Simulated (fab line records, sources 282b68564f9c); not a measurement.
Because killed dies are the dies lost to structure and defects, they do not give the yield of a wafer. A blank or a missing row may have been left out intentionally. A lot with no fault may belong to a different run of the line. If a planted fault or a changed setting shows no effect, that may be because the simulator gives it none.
fab line records ; flow ritCmos
[record] lots = 6; wafers = 18; lastDay = 7
route steps=202 shown CONTACT@172 M1@184
lots that met no fault: from a run of the same line without faults
startH: hours from the record's first day to the start of the lot's first wafer shown ; waitH: hours elapsed since this lot's preceding step ; " repeats the value in the row above ; L1.1+2: a single row standing in for several wafers ; - no value present, or no start provided ; * or withheld: withheld ; < > ~ a bound
route shown NAME@n: a module of which the file shows steps, and the number in the route of the first ; usual: average and standard deviation across the fault-free wafers ; same: alike in all rows ; chamber/n: place in a boat ; sites: readings site by site ; _std_site: standard deviation across them ; _edge_site: outer sites' mean less inner sites' ; radiusMm: how far each site lies from the wafer's centre ; mask NAME#n: copy n ; behind: tool/chamber where the wafer was last shaped ; hold: why the lot went on hold/how many hours it stayed there/how the hold came to an end ; device: which transistor (n, p or np) failed to switch ; end of line: the route-end tests of the same wafers ; a step without rows: its recipe alone ; killed: dies that structure and defects cost at the first sort, which is not the same as the wafer's yield ; map: dies across one wafer; x = killed, . = not, _ = none there
set.NAME: the setting as run; set.NAME@STEP: as run at that earlier step ; model.NAME: the simulator's own value behind a step, which no gauge read
lots at some steps of the route; a table a step, a row a wafer
services: when a tool's chamber went out of use (startH, in hours from the record's first day, below 0 if earlier), for how many hours, and the reason
[[steps]]
[step RIT_CONTACT_SOFTBAKE_04]
[recipe] resist = NOVOLAK; tempC = 90; timeS = 60
[step RIT_CONTACT_EXPOSE_05]
[recipe] maskId = M11; na = 0.6; sourceShape = conventional; sigmaOuter = 0.5; targetCdNm = 1000; doseMj = 250
[step RIT_CONTACT_PEB_06]
[recipe] resist = NOVOLAK; tempC = withheld; timeS = withheld
[step RIT_CONTACT_DEVELOP_07]
[recipe] resist = NOVOLAK; developTimeS = 120; devTempC = 23
[step RIT_CONTACT_CD_MEAS_08]
[recipe] targetCdNm = 1000
[usual] cdNm = 999.2/2.2
lot.wafer;tool;chamber;startH;waitH;cdNm
L426.1;cdSem-02;-;58.59;-;1002.1
L426.2;cdSem-02;-;58.59;-;1001.8
L426.3;cdSem-02;-;58.59;-;1003.2
L427.2;cdSem-02;-;65.88;-;999.4
L427.3;cdSem-02;-;65.88;-;997.3
L427.4;cdSem-02;-;65.88;-;999.8
L435.1;cdSem-01;-;106.93;-;995.9
L435.3;cdSem-01;-;106.93;-;995.5
L435.4;cdSem-01;-;106.93;-;997.2
L436.3;cdSem-02;-;113.47;-;999.0
L436.4;cdSem-02;-;113.47;-;999.9
L436.5;cdSem-02;-;113.47;-;999.3
L438.3;cdSem-01;-;120.92;-;998.6
L438.4;cdSem-01;-;120.92;-;996.5
L438.6;cdSem-01;-;120.92;-;996.7
L447.2;cdSem-02;-;168.14;-;995.4
L447.4;cdSem-02;-;168.14;-;995.2
L447.6;cdSem-02;-;168.14;-;997.2
[step RIT_CONTACT_OVL_MEAS_09]
[usual] CONTACT_OVL = 0.3/1.2
lot.wafer;tool;chamber;startH;waitH;CONTACT_OVL[nm]
L426.1;overlay-02;-;58.71;0.1;-2.4
L426.2;overlay-02;-;58.71;0.1;-2.0
L426.3;overlay-02;-;58.71;0.1;-2.5
L427.2;overlay-02;-;65.99;0.1;0.7
L427.3;overlay-02;-;65.99;0.1;-0.3
L427.4;overlay-02;-;65.99;0.1;0.6
L435.1;overlay-01;-;107.05;0.1;-0.7
L435.3;overlay-01;-;107.05;0.1;-1.9
L435.4;overlay-01;-;107.05;0.1;-0.7
L436.3;overlay-02;-;113.56;0.1;0.1
L436.4;overlay-02;-;113.56;0.1;1.3
L436.5;overlay-02;-;113.56;0.1;1.1
L438.3;overlay-02;-;121.01;0.1;-0.2
L438.4;overlay-02;-;121.01;0.1;0.5
L438.6;overlay-02;-;121.01;0.1;1.0
L447.2;overlay-02;-;168.25;0.1;0.4
L447.4;overlay-02;-;168.25;0.1;0.8
L447.6;overlay-02;-;168.25;0.1;0.8
[step RIT_CONTACT_HARDBAKE_10]
[recipe] resist = NOVOLAK; tempC = 140; timeS = 60
[step RIT_CONTACT_ETCH_11]
[recipe] targetDepthA = 4800; overEtchFrac = 0.2; stopOn = TiSi2; chemistry = CHF3/CF4/Ar; target = SiO2; CHF3_flow_sccm = 50; cf4FlowSccm = 10; Ar_flow_sccm = 100; O2_flow_sccm = 5; pressureMtorr = 100; rfW = 200; timeS = 320
[usual] CHF3_flow_sccm = 49.99/0.17; drypumpMotorCurrentA = 5.6/0.52; oesProductAu = 0.984/0.015; throttleValvePct = 8.85/0.11
[same] overEtchFrac = 0.2
lot.wafer;tool;chamber;startH;waitH;CHF3_flow_sccm;drypumpMotorCurrentA;oesProductAu;rfHoursCounterH;throttleValvePct
L426.1;rieDiel-04;3;58.89;0.1;49.87;4.8;0.954;71;9.01
L426.2;rieDiel-04;1;58.89;0.1;49.95;5.8;0.978;28;8.75
L426.3;rieDiel-04;2;58.89;0.1;49.57;6.2;0.992;153;8.97
L427.2;rieDiel-01;2;66.17;0.1;50.11;5.2;0.995;139;8.88
L427.3;rieDiel-01;0;66.17;0.1;50.11;4.9;0.967;31;8.91
L427.4;rieDiel-01;3;66.17;0.1;49.89;6.4;0.978;4;8.70
L435.1;rieDiel-04;3;107.24;0.1;50.16;4.8;0.960;72;9.01
L435.3;rieDiel-04;1;107.24;0.1;49.66;5.7;0.976;29;8.74
L435.4;rieDiel-04;0;107.24;0.1;49.97;5.9;0.976;59;8.81
L436.3;rieDiel-01;2;113.74;0.1;49.98;5.3;0.995;141;8.88
L436.4;rieDiel-01;0;113.74;0.1;49.79;4.9;0.976;32;8.94
L436.5;rieDiel-01;2;113.74;0.1;50.15;5.2;0.988;-;8.89
L438.3;rieDiel-03;3;121.18;0.1;50.15;5.4;0.977;146;8.88
L438.4;rieDiel-03;3;121.18;0.1;50.16;5.4;0.987;-;8.86
L438.6;rieDiel-03;0;121.18;0.1;50.28;5.6;0.988;-;9.00
L447.2;rieDiel-01;3;168.43;0.1;49.71;6.3;0.973;7;8.69
L447.4;rieDiel-01;2;168.43;0.1;50.06;5.2;0.988;142;8.88
L447.6;rieDiel-01;1;168.43;0.1;50.12;6.3;0.975;-;8.66
[step RIT_CONTACT_STRIP_12]
[recipe] chemistry = O2; timeS = 180; resist = NOVOLAK; platenTempC = withheld; powerW = 500; pressureMtorr = 4000; o2FlowSccm = 4000
[usual] drypumpMotorCurrentA = 5.7/0.62
lot.wafer;tool;chamber;startH;waitH;drypumpMotorCurrentA;rfHoursCounterH
L426.1;plasmaAsher-01;1;59.09;0.1;6.6;44
L426.2;plasmaAsher-01;0;59.09;0.1;5.5;44
L426.3;plasmaAsher-01;0;59.09;0.1;5.5;-
L427.2;plasmaAsher-02;0;66.36;0.1;5.9;39
L427.3;plasmaAsher-02;0;66.36;0.1;5.9;-
L427.4;plasmaAsher-02;1;66.36;0.1;4.8;-
L435.1;plasmaAsher-01;1;107.43;0.1;6.5;49
L435.3;plasmaAsher-01;1;107.43;0.1;6.5;-
L435.4;plasmaAsher-01;0;107.43;0.1;5.5;-
L436.3;plasmaAsher-01;0;113.99;0.2;5.5;-
L436.4;plasmaAsher-01;1;113.99;0.2;6.5;-
L436.5;plasmaAsher-01;1;113.99;0.2;6.5;-
L438.3;plasmaAsher-02;0;121.44;0.2;5.9;-
L438.4;plasmaAsher-02;1;121.44;0.2;4.8;-
L438.6;plasmaAsher-02;0;121.44;0.2;5.9;-
L447.2;plasmaAsher-02;1;168.62;0.1;4.8;5
L447.4;plasmaAsher-02;0;168.62;0.1;5.9;-
L447.6;plasmaAsher-02;0;168.62;0.1;5.9;-
[step RIT_CONTACT_CD_MEAS_90]
[recipe] targetCdNm = 1000
[usual] cdNm = 999.2/2.2
lot.wafer;tool;chamber;startH;waitH;cdNm
L426.1;cdSem-01;-;59.26;0.1;1002.0
L426.2;cdSem-01;-;59.26;0.1;1001.4
L426.3;cdSem-01;-;59.26;0.1;1003.4
L427.2;cdSem-01;-;66.56;0.1;999.3
L427.3;cdSem-01;-;66.56;0.1;997.2
L427.4;cdSem-01;-;66.56;0.1;999.7
L435.1;cdSem-02;-;107.61;0.1;995.8
L435.3;cdSem-02;-;107.61;0.1;995.5
L435.4;cdSem-02;-;107.61;0.1;997.1
L436.3;cdSem-01;-;114.15;0.1;999.2
L436.4;cdSem-01;-;114.15;0.1;999.5
L436.5;cdSem-01;-;114.15;0.1;999.6
L438.3;cdSem-01;-;121.59;0.1;999.3
L438.4;cdSem-01;-;121.59;0.1;997.0
L438.6;cdSem-01;-;121.59;0.1;996.9
L447.2;cdSem-01;-;168.81;0.1;995.8
L447.4;cdSem-01;-;168.81;0.1;994.9
L447.6;cdSem-01;-;168.81;0.1;997.1
[step RIT_CONTACT_CLEAN_13]
[recipe] chemistry = SC1; mix = 3:3:50; timeS = 600; tempC = 75
[step RIT_CONTACT_CLEAN_14]
[recipe] chemistry = SC2; mix = 3:3:50; timeS = 600; tempC = 75; dry = n2Spin
[step RIT_M1_SPUTTER_00]
[recipe] material = Al; targetThkNm = 400; powerW = 2000; chamberPressurePa = 0.4; gas = Ar; timeS = 522.8; substrateTempC = 25
[usual] cathodeDcPowerW = 2000.0/0.34; throttleValvePct = 29.7/1.1
lot.wafer;tool;chamber;startH;waitH;cathodeDcPowerW;throttleValvePct;model.Al_of_M1_SPUTTER_00.thkNm
L426.1;pvdSputter-01;-;59.73;0.0;2000.2;32.0;419.8
L426.2;pvdSputter-01;-;59.73;0.0;2000.1;29.1;420.9
L426.3;pvdSputter-01;-;59.73;0.0;1999.6;29.1;421.4
L427.2;pvdSputter-03;-;67.01;0.0;2000.0;31.2;417.5
L427.3;pvdSputter-03;-;67.01;0.0;2000.4;29.8;418.6
L427.4;pvdSputter-03;-;67.01;0.0;1999.3;29.2;416.3
L435.1;pvdSputter-02;-;108.08;0.0;1999.9;31.3;417.2
L435.3;pvdSputter-02;-;108.08;0.0;1999.5;28.7;420.5
L435.4;pvdSputter-02;-;108.08;0.0;2000.6;29.1;417.5
L436.3;pvdSputter-03;-;114.58;0.0;1999.7;28.8;421.5
L436.4;pvdSputter-03;-;114.58;0.0;1999.8;29.0;420.2
L436.5;pvdSputter-03;-;114.58;0.0;1999.0;29.8;539.2
L438.3;pvdSputter-03;-;122.04;0.0;1999.9;29.0;419.4
L438.4;pvdSputter-03;-;122.04;0.0;1999.4;31.1;422.1
L438.6;pvdSputter-03;-;122.04;0.0;1999.9;29.8;537.8
L447.2;pvdSputter-02;-;169.26;0.0;1999.7;29.2;420.8
L447.4;pvdSputter-02;-;169.26;0.0;2000.2;31.1;421.4
L447.6;pvdSputter-02;-;169.26;0.0;2000.6;29.3;421.2
[step RIT_M1_RS_MEAS_01]
[recipe] thkMeasGauge = four-point-probe; reads = Al_of_M1_SPUTTER_00
[usual] M1_AL_RS = 0.0698/0.00049
lot.wafer;tool;chamber;startH;waitH;hold;M1_AL_RS[ohm/sq]
L426.1;filmMetro-02;-;60.03;0.1;-;0.0699
L426.2;filmMetro-02;-;60.03;0.1;-;0.0697
L426.3;filmMetro-02;-;60.03;0.1;-;0.0695
L427.2;filmMetro-02;-;67.32;0.2;-;0.0702
L427.3;filmMetro-02;-;67.32;0.2;-;0.0699
L427.4;filmMetro-02;-;67.32;0.2;-;0.0703
L435.1;filmMetro-01;-;108.37;0.1;-;0.0703
L435.3;filmMetro-01;-;108.37;0.1;-;0.0699
L435.4;filmMetro-01;-;108.37;0.1;-;0.0703
L436.3;filmMetro-01;-;114.91;0.2;awaitDispo/0.2h/release;0.0698
L436.4;filmMetro-01;-;114.91;0.2;awaitDispo/0.2h/release;0.0701
L436.5;filmMetro-01;-;114.91;0.2;awaitDispo/0.2h/release;0.0543
L436.3;filmMetro-01;-;115.31;0.4;-;0.0697
L436.4;filmMetro-01;-;115.31;0.4;-;0.0699
L436.5;filmMetro-01;-;115.31;0.4;-;0.0543
L438.3;filmMetro-02;-;122.37;0.2;awaitDispo/0.2h/release;0.0698
L438.4;filmMetro-02;-;122.37;0.2;awaitDispo/0.2h/release;0.0694
L438.6;filmMetro-02;-;122.37;0.2;awaitDispo/0.2h/release;0.0543
L438.3;filmMetro-02;-;122.66;0.3;-;0.0699
L438.4;filmMetro-02;-;122.66;0.3;-;0.0694
L438.6;filmMetro-02;-;122.66;0.3;-;0.0542
L447.2;filmMetro-04;-;169.58;0.2;-;0.0698
L447.4;filmMetro-04;-;169.58;0.2;-;0.0698
L447.6;filmMetro-04;-;169.58;0.2;-;0.0696
[step RIT_M1_THK_MEAS_02]
[recipe] thkMeasGauge = xrf; reads = Al_of_M1_SPUTTER_00
[usual] M1_AL_THK = 412/3.6
lot.wafer;tool;chamber;startH;waitH;hold;M1_AL_THK[nm]
L426.1;filmMetro-02;-;60.15;0.1;-;415
L426.2;filmMetro-02;-;60.15;0.1;-;416
L426.3;filmMetro-02;-;60.15;0.1;-;415
L427.2;filmMetro-02;-;67.43;0.1;-;412
L427.3;filmMetro-02;-;67.43;0.1;-;417
L427.4;filmMetro-02;-;67.43;0.1;-;410
L435.1;filmMetro-01;-;108.49;0.1;-;408
L435.3;filmMetro-01;-;108.49;0.1;-;410
L435.4;filmMetro-01;-;108.49;0.1;-;408
L436.3;filmMetro-01;-;120.76;5.4;awaitDispo/0.2h/release;413
L436.4;filmMetro-01;-;120.76;5.4;awaitDispo/0.2h/release;410
L436.5;filmMetro-01;-;120.76;5.4;awaitDispo/0.2h/release;524
L436.3;filmMetro-01;-;120.98;0.2;-;411
L436.4;filmMetro-01;-;120.98;0.2;-;410
L436.5;filmMetro-01;-;120.98;0.2;-;529
L438.3;filmMetro-02;-;124.74;2.1;awaitDispo/0.2h/release;415
L438.4;filmMetro-02;-;124.74;2.1;awaitDispo/0.2h/release;420
L438.6;filmMetro-02;-;124.74;2.1;awaitDispo/0.2h/release;533
L438.3;filmMetro-02;-;125.00;0.3;-;416
L438.4;filmMetro-02;-;125.00;0.3;-;420
L438.6;filmMetro-02;-;125.00;0.3;-;534
L447.2;filmMetro-04;-;169.69;0.1;-;409
L447.4;filmMetro-04;-;169.69;0.1;-;412
L447.6;filmMetro-04;-;169.69;0.1;-;410
[step RIT_M1_COAT_04]
[recipe] resist = NOVOLAK; spinRpm = 2000; resistThkNm = 1300
[step RIT_M1_SOFTBAKE_05]
[recipe] resist = NOVOLAK; tempC = 90; timeS = 60
[step RIT_M1_EXPOSE_06]
[recipe] maskId = M12; na = 0.6; sourceShape = conventional; sigmaOuter = 0.5; targetCdNm = 2600; doseMj = 250
[step RIT_M1_PEB_07]
[recipe] resist = NOVOLAK; tempC = withheld; timeS = withheld
[step RIT_M1_DEVELOP_08]
[recipe] resist = NOVOLAK; developTimeS = 68; devTempC = 23
[step RIT_M1_CD_MEAS_09]
[recipe] targetCdNm = 2600
[usual] cdNm = 2599.8/2.1
lot.wafer;tool;chamber;startH;waitH;cdNm
L426.1;cdSem-02;-;61.21;-;2599.7
L426.2;cdSem-02;-;61.21;-;2598.4
L426.3;cdSem-02;-;61.21;-;2596.9
L427.2;cdSem-02;-;68.38;-;2599.3
L427.3;cdSem-02;-;68.38;-;2602.6
L427.4;cdSem-02;-;68.38;-;2599.3
L435.1;cdSem-01;-;109.43;-;2596.8
L435.3;cdSem-01;-;109.43;-;2597.6
L435.4;cdSem-01;-;109.43;-;2596.9
L436.3;cdSem-01;-;126.04;-;2595.9
L436.4;cdSem-01;-;126.04;-;2596.2
L436.5;cdSem-01;-;126.04;-;2594.9
L438.3;cdSem-01;-;132.17;-;2600.6
L438.4;cdSem-01;-;132.17;-;2597.4
L438.6;cdSem-01;-;132.17;-;2598.1
L447.2;cdSem-01;-;170.64;-;2599.7
L447.4;cdSem-01;-;170.64;-;2600.0
L447.6;cdSem-01;-;170.64;-;2597.7
[step RIT_M1_OVL_MEAS_10]
[usual] M1_OVL = 0.6/1.3
lot.wafer;tool;chamber;startH;waitH;M1_OVL[nm]
L426.1;overlay-02;-;61.33;0.1;1.8
L426.2;overlay-02;-;61.33;0.1;2.1
L426.3;overlay-02;-;61.33;0.1;2.2
L427.2;overlay-02;-;68.49;0.1;1.7
L427.3;overlay-02;-;68.49;0.1;2.2
L427.4;overlay-02;-;68.49;0.1;2.4
L435.1;overlay-01;-;109.55;0.1;1.8
L435.3;overlay-01;-;109.55;0.1;-0.2
L435.4;overlay-01;-;109.55;0.1;0.6
L436.3;overlay-02;-;126.13;0.1;-1.1
L436.4;overlay-02;-;126.13;0.1;-1.0
L436.5;overlay-02;-;126.13;0.1;-1.3
L438.3;overlay-02;-;132.26;0.1;1.7
L438.4;overlay-02;-;132.26;0.1;2.1
L438.6;overlay-02;-;132.26;0.1;0.3
L447.2;overlay-01;-;170.75;0.1;-0.5
L447.4;overlay-01;-;170.75;0.1;-0.5
L447.6;overlay-01;-;170.75;0.1;-1.9
[step RIT_M1_HARDBAKE_11]
[recipe] resist = NOVOLAK; tempC = 140; timeS = 120
[step RIT_M1_METAL_ETCH_12]
[recipe] stopOn = SiO2; chemistry = Cl2/BCl3; target = Al; timeS = 165; overEtchFrac = 0.5; pressureMtorr = 100; targetDepthA = 6000; rfW = 254.6; Cl2_flow_sccm = 60; bcl3FlowSccm = 50
[usual] drypumpMotorCurrentA = 5.5/0.51; oesProductAu = 0.792/0.014; throttleValvePct = 8.22/0.16
[same] overEtchFrac = 0.5
lot.wafer;tool;chamber;startH;waitH;drypumpMotorCurrentA;oesProductAu;rfHoursCounterH;throttleValvePct
L426.1;rieMetal-01;0;61.62;0.2;5.5;0.784;4;8.45
L426.2;rieMetal-01;1;61.62;0.2;5.1;0.803;4;8.03
L426.3;rieMetal-01;1;61.62;0.2;5.1;0.788;-;8.04
L427.2;rieMetal-03;0;68.89;0.2;5.7;0.808;38;8.16
L427.3;rieMetal-03;1;68.89;0.2;5.0;0.809;-;8.38
L427.4;rieMetal-03;0;68.89;0.2;5.8;0.807;-;8.15
L435.1;rieMetal-01;1;109.84;0.2;5.1;0.788;4;8.04
L435.3;rieMetal-01;0;109.84;0.2;5.5;0.786;-;8.45
L435.4;rieMetal-01;1;109.84;0.2;5.1;0.795;-;8.04
L436.3;rieMetal-03;0;126.46;0.2;5.7;0.807;-;8.16
L436.4;rieMetal-03;1;126.46;0.2;5.0;0.817;-;8.39
L436.5;rieMetal-03;0;126.46;0.2;5.8;0.949;-;8.13
L438.3;rieMetal-01;1;132.59;0.2;5.1;0.789;-;8.05
L438.4;rieMetal-01;0;132.59;0.2;5.5;0.788;-;8.46
L438.6;rieMetal-01;0;132.59;0.2;5.5;0.907;-;8.45
L447.2;rieMetal-03;0;171.03;0.2;5.8;0.803;0;8.14
L447.4;rieMetal-03;0;171.03;0.2;5.8;0.800;-;8.17
L447.6;rieMetal-03;1;171.03;0.2;5.0;0.812;-;8.39
[step RIT_M1_STRIP_13]
[recipe] chemistry = nmp; resist = NOVOLAK; tempC = 80; timeS = 600; dry = n2Spin
[step RIT_M1_PROBE_99]
[usual] defectLimitedYield = 97.3/1.3; killedAtContacts = 0.1/0.3; killedAtFrontEnd = 7/3.4; killedDies = 7/3.4; killedOpen = 3.6/2.1; killedShort = 3.5/2.1; sort_bin_3_pad_short = 0.1/0.27; sort_bin_5_function = 1.5/0.75; sort_bin_6_memory = 1.0/0.75; sortNPass = 257/3.4; sortYieldPct = 97.3/1.3
[same] grossDies = 264; killed_at_M0_to_M3 = 0; killed_at_M4_up = 0; killedAtBackSide = 0; killedAtOther = 0
lot.wafer;tool;chamber;startH;waitH;hold;defectLimitedYield[%];killedAtContacts;killedAtFrontEnd;killedDies;killedOpen;killedShort;sort_bin_3_pad_short[%];sort_bin_5_function[%];sort_bin_6_memory[%];sortNPass;sortYieldPct[%]
L426.1;prober-02;-;63.87;0.1;-;95.8;1;10;11;5;6;0.4;1.9;1.9;253;95.8
L426.2;prober-02;-;63.92;0.1;-;97.3;0;7;7;3;4;0;2.3;0.4;257;97.3
L426.3;prober-02;-;63.97;0.2;-;97.0;0;8;8;4;4;0.4;1.5;1.1;256;97.0
L427.2;prober-01;-;71.19;0.1;-;97.0;0;8;8;3;5;0;1.1;1.9;256;97.0
L427.3;prober-01;-;71.24;0.2;-;97.0;0;8;8;3;5;0;2.3;0.8;256;97.0
L427.4;prober-01;-;71.29;0.2;-;96.6;0;9;9;3;6;0;2.3;1.1;255;96.6
L435.1;prober-01;-;112.09;0.1;-;97.7;0;6;6;3;3;0;1.5;0.8;258;97.7
L435.3;prober-01;-;112.19;0.2;-;97.3;0;7;7;5;2;0;1.5;1.1;257;97.3
L435.4;prober-01;-;112.24;0.2;-;96.2;1;9;10;5;5;0.4;1.1;2.3;254;96.2
L436.3;prober-02;-;130.54;1.7;awaitDispo/1.5h/release;95.1;0;13;13;6;7;0;2.3;2.7;251;95.1
L436.4;prober-02;-;130.59;1.7;awaitDispo/1.5h/release;98.5;0;4;4;3;1;0;1.1;0.4;260;98.5
L436.5;prober-02;-;130.64;1.7;awaitDispo/1.5h/release;96.6;0;9;9;7;2;0;1.5;1.9;255;96.6
L438.3;prober-02;-;139.83;4.8;awaitDispo/4.6h/release;95.8;0;11;11;7;4;0;2.3;1.9;253;95.8
L438.4;prober-02;-;139.88;4.8;awaitDispo/4.6h/release;98.5;0;4;4;2;2;0;0.4;1.1;260;98.5
L438.6;prober-02;-;139.98;4.9;awaitDispo/4.6h/release;95.8;0;11;11;6;5;0;3.0;1.1;253;95.8
L447.2;prober-02;-;173.33;0.1;-;98.1;0;5;5;2;3;0;1.1;0.8;259;98.1
L447.4;prober-02;-;173.43;0.2;-;96.2;0;10;10;3;7;0;1.5;2.3;254;96.2
L447.6;prober-02;-;173.53;0.2;-;97.0;0;8;8;3;5;0.4;2.3;0.4;256;97.0
// killed by level:class
L426.1 GATE:geometricParticle:open=4 GATE:geometricParticle:short=2 FOX2:geometricParticle:short=1 REOX:geometricParticle:short=1 SPACER:geometricParticle:open=1 SPACER:geometricParticle:short=1 CONTACT:geometricParticle:short=1
L426.2 GATE:geometricParticle:short=3 GATE:geometricParticle:open=2 SPACER:geometricParticle:open=1 SILICIDE:geometricParticle:short=1
L426.3 GATE:geometricParticle:short=3 SILICIDE:geometricParticle:open=2 GATE:geometricParticle:open=1 FOX1:geometricParticle:open=1 SPACER:geometricParticle:short=1
L427.2 GATE:geometricParticle:short=2 REOX:geometricParticle:open=2 REOX:geometricParticle:short=2 FOX1:geometricParticle:short=1 FOX1:geometricParticle:open=1
L427.3 SPACER:geometricParticle:open=2 SILICIDE:geometricParticle:short=2 FOX1:geometricParticle:short=1 GATE:geometricParticle:short=1 REOX:geometricParticle:short=1 REOX:geometricParticle:open=1
L427.4 GATE:geometricParticle:short=5 FOX1:geometricParticle:open=1 GATE:geometricParticle:open=1 SPACER:geometricParticle:short=1 SPACER:geometricParticle:open=1
L435.1 GATE:geometricParticle:open=2 SPACER:geometricParticle:short=2 GATE:geometricParticle:short=1 SPACER:geometricParticle:open=1
L435.3 GATE:geometricParticle:open=3 FOX1:geometricParticle:short=1 REOX:geometricParticle:open=1 REOX:geometricParticle:short=1 SILICIDE:geometricParticle:open=1
L435.4 GATE:geometricParticle:short=2 REOX:geometricParticle:open=2 SPACER:geometricParticle:open=2 FOX1:geometricParticle:short=1 SPACER:geometricParticle:short=1 SILICIDE:geometricParticle:short=1 CONTACT:geometricParticle:open=1
L436.3 GATE:geometricParticle:open=4 GATE:geometricParticle:short=4 FOX1:geometricParticle:open=2 FOX1:geometricParticle:short=1 SPACER:geometricParticle:short=1 SILICIDE:geometricParticle:short=1
L436.4 FOX1:geometricParticle:open=2 FOX1:geometricParticle:short=1 GATE:geometricParticle:open=1
L436.5 GATE:geometricParticle:open=4 GATE:geometricParticle:short=2 SILICIDE:geometricParticle:open=2 FOX2:geometricParticle:open=1
L438.3 GATE:geometricParticle:open=5 FOX1:geometricParticle:short=2 FOX2:geometricParticle:short=2 FOX1:geometricParticle:open=1 REOX:geometricParticle:open=1
L438.4 GATE:geometricParticle:open=1 GATE:geometricParticle:short=1 REOX:geometricParticle:short=1 REOX:geometricParticle:open=1
L438.6 GATE:geometricParticle:open=5 FOX1:geometricParticle:short=3 GATE:geometricParticle:short=1 SILICIDE:geometricParticle:open=1 SILICIDE:geometricParticle:short=1
L447.2 FOX1:geometricParticle:short=1 FOX2:geometricParticle:open=1 GATE:geometricParticle:short=1 GATE:geometricParticle:open=1 SPACER:geometricParticle:short=1
L447.4 GATE:geometricParticle:short=3 FOX1:geometricParticle:short=2 REOX:geometricParticle:short=2 FOX1:geometricParticle:open=1 GATE:geometricParticle:open=1 SPACER:geometricParticle:open=1
L447.6 FOX2:geometricParticle:short=2 GATE:geometricParticle:short=2 REOX:geometricParticle:open=2 FOX1:geometricParticle:open=1 SPACER:geometricParticle:short=1
// map L436.3 (x killed, . not)
________......._______
_____.............____
____...............___
___.................__
__..........x........_
__..................._
_...................x.
_x...........x........
_..........xx....x....
_.....................
__.x..x.......x......_
__.x................._
___........x........__
____........x......___
_____.............____
________......._______
// map L438.3 (x killed, . not)
________......._______
_____.............____
____...............___
___...........x.....__
__x......x..........._
__.....x............._
_.....................
_.....................
_.....................
_.....................
__..................x_
__x................x._
___.............x...__
____...............___
_____......x..x.x.____
________......._______
[[services]]
tool;chamber;startH;hours;kind
pvdSputter-02;-;45.71;3.5;repair
rieDiel-04;1;59.89;7.6;repair
rieDiel-04;-;66.83;0.9;repair
plasmaAsher-02;-;77.49;2.8;pm
rieMetal-01;1;91.03;14.5;repair
rieDiel-03;-;94.12;0.2;repair
pvdSputter-01;-;102.35;0.6;repair
plasmaAsher-02;-;108.75;9.0;pm
plasmaAsher-02;0;108.75;9.0;ventCycle
plasmaAsher-02;1;108.75;9.0;ventCycle
plasmaAsher-02;0;117.75;-;clean
plasmaAsher-02;1;117.75;-;clean
rieDiel-01;1;127.12;10.1;repair
pvdSputter-03;-;128.60;1.5;repair
rieDiel-03;3;129.62;4.2;repair
rieMetal-01;1;135.89;16.4;repair
rieMetal-03;-;136.12;20.0;pm
rieMetal-03;0;136.12;20.0;ventCycle
plasmaAsher-01;-;141.93;2.8;pm
plasmaAsher-02;-;143.74;0.5;repair
rieDiel-04;3;145.48;5.7;repair
rieMetal-01;-;159.21;4.3;pm
pvdSputter-01;-;163.03;2.4;repair
pvdSputter-02;-;169.83;5.2;repair
[[key]]
[firstSign] step = RIT_M1_RS_MEAS_01; reading = visit; direction = added
[effect] step = RIT_M1_RS_MEAS_01; reading = M1_AL_RS; direction = down; sigmas = 31; usual = 0.0698; struck = 0.0543
[effect] step = RIT_M1_THK_MEAS_02; reading = visit; direction = added
[effect] step = RIT_M1_THK_MEAS_02; reading = M1_AL_THK; direction = up; sigmas = 32; usual = 412; struck = 529
[effect] step = RIT_M1_METAL_ETCH_12; reading = oesProductAu; direction = up; sigmas = 9.7; usual = 0.792; struck = 0.928
[modelEffect] step = RIT_M1_SPUTTER_00; value = Al_of_M1_SPUTTER_00.thkNm; without = 420.8; struck = 538.5
metAt RIT_M1_SPUTTER_00
struckWafers L436.5,L438.6
onsetBetween 67.01 114.58
[fault] kind = processParameterDrift; tool = pvdSputter-03; chamber = -; onsetH = 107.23; steps = RIT_M1_SPUTTER_00; channel = targetThkNm; offset = 112.53; shape = step; endH = 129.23; stated = 400; scope = struckWafersOnly
